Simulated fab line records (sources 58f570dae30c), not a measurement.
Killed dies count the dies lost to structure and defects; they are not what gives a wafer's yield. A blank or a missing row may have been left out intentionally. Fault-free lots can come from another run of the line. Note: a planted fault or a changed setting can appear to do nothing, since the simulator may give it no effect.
Split-lot experiment    flow berkeley cmos170    5 lots, 23 wafers read, on a route of 331 steps

== ABOUT THE SPLIT ==
At UCB170_M3_COAT_05 (resist thk 900 nm), the setting spin rpm was moved away from the recipe's 1500 rpm on 4 of the 23 wafers read, by +5.7% to +6.7%. For the rest of the wafers, this setting stayed at what the recipe calls for.

Reading taken at the split's own step.

== THE READING ==
KrF_of_M3_COAT_05.thk nm (the simulator's own value, which no gauge read), in nm, at UCB170_M3_COAT_05 (resist thk 900 nm). No usual value for it is given in the file. Here, 19 wafers ran the recipe; their average is 904.0 nm with a standard deviation of 2.5 nm.

wafer   tool, chamber at the split  spin rpm as run, rpm  against the recipe  KrF_of_M3_COAT_05.thk nm, nm  against lot-mates on the recipe
L076.1  litho track-02, 0           1500                  recipe              903.6                         -
L076.2  litho track-02, 0           1500                  recipe              900.3                         -
L076.3  litho track-02, 0           1500                  recipe              899.9                         -
L076.5  litho track-02, 0           1500                  recipe              901.9                         -
L076.6  litho track-02, 0           1500                  recipe              901.8                         -
L078.1  litho track-03, 0           1500                  recipe              902.1                         -
L078.3  litho track-03, 0           1586                  +5.7%               873.8                         -29.2
L078.4  litho track-03, 0           1500                  recipe              904.4                         -
L078.5  litho track-03, 0           1500                  recipe              902.5                         -
L078.6  litho track-03, 0           1586                  +5.7%               876.3                         -26.7
L080.2  litho track-02, 0           1500                  recipe              905.6                         -
L080.3  litho track-02, 0           1500                  recipe              905.6                         -
L080.4  litho track-02, 0           1500                  recipe              908.3                         -
L080.5  litho track-02, 0           1500                  recipe              909.2                         -
L080.6  litho track-02, 0           1500                  recipe              906.6                         -
L081.4  litho track-04, 0           1500                  recipe              902.9                         -
L081.5  litho track-04, 0           1500                  recipe              903                           -
L081.6  litho track-04, 0           1500                  recipe              906.8                         -
L085.2  litho track-02, 0           1500                  recipe              904.7                         -
L085.3  litho track-02, 0           1500                  recipe              901.5                         -
L085.4  litho track-02, 0           1500                  recipe              905.4                         -
L085.5  litho track-02, 0           1600                  +6.7%               876.5                         -27.4
L085.6  litho track-02, 0           1600                  +6.7%               875.1                         -28.8

THE FIT
A straight line over all 23 wafers: KrF_of_M3_COAT_05.thk nm changes by -4.57 nm for each +1% of spin rpm; r = -0.97; the points scatter about the line by 2.7 nm.
The same after taking each lot's own level away (the mean of its wafers on the recipe; 23 wafers): -4.49 nm for each +1%; r = -0.99; scatter 1.7 nm.
Per that fit: largest spin rpm move, reading shift of 30 nm.
The lots' own levels span 901.50 to 907.06 nm, that is 2.2 times the standard deviation above.
So the lot-to-lot level changes the slope little: the two slopes agree.
Check: for one of the wafers moved furthest among these (+6.7%), held out of the fit, the line's prediction against its lot-mates is -31 nm. It came out at -27.4 nm against them.

== THE WHOLE CHAIN: every reading that the file lists as answering this split, in the file's order ==
step                what it does       reading                                                                    change (the file's fit)               r (the file's)
UCB170_M3_COAT_05   resist thk 900 nm  KrF_of_M3_COAT_05.thk nm (the simulator's own value, which no gauge read)  -4.49 nm for each +1% of the setting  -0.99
UCB170_M3_STRIP_07  strips in O2       strip time to endpoint s                                                   withheld for each +1% of the setting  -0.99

== THE FILE'S OWN FIT ==
KrF_of_M3_COAT_05.thk nm changes by -4.49 nm for each +1% of spin rpm, r = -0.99.
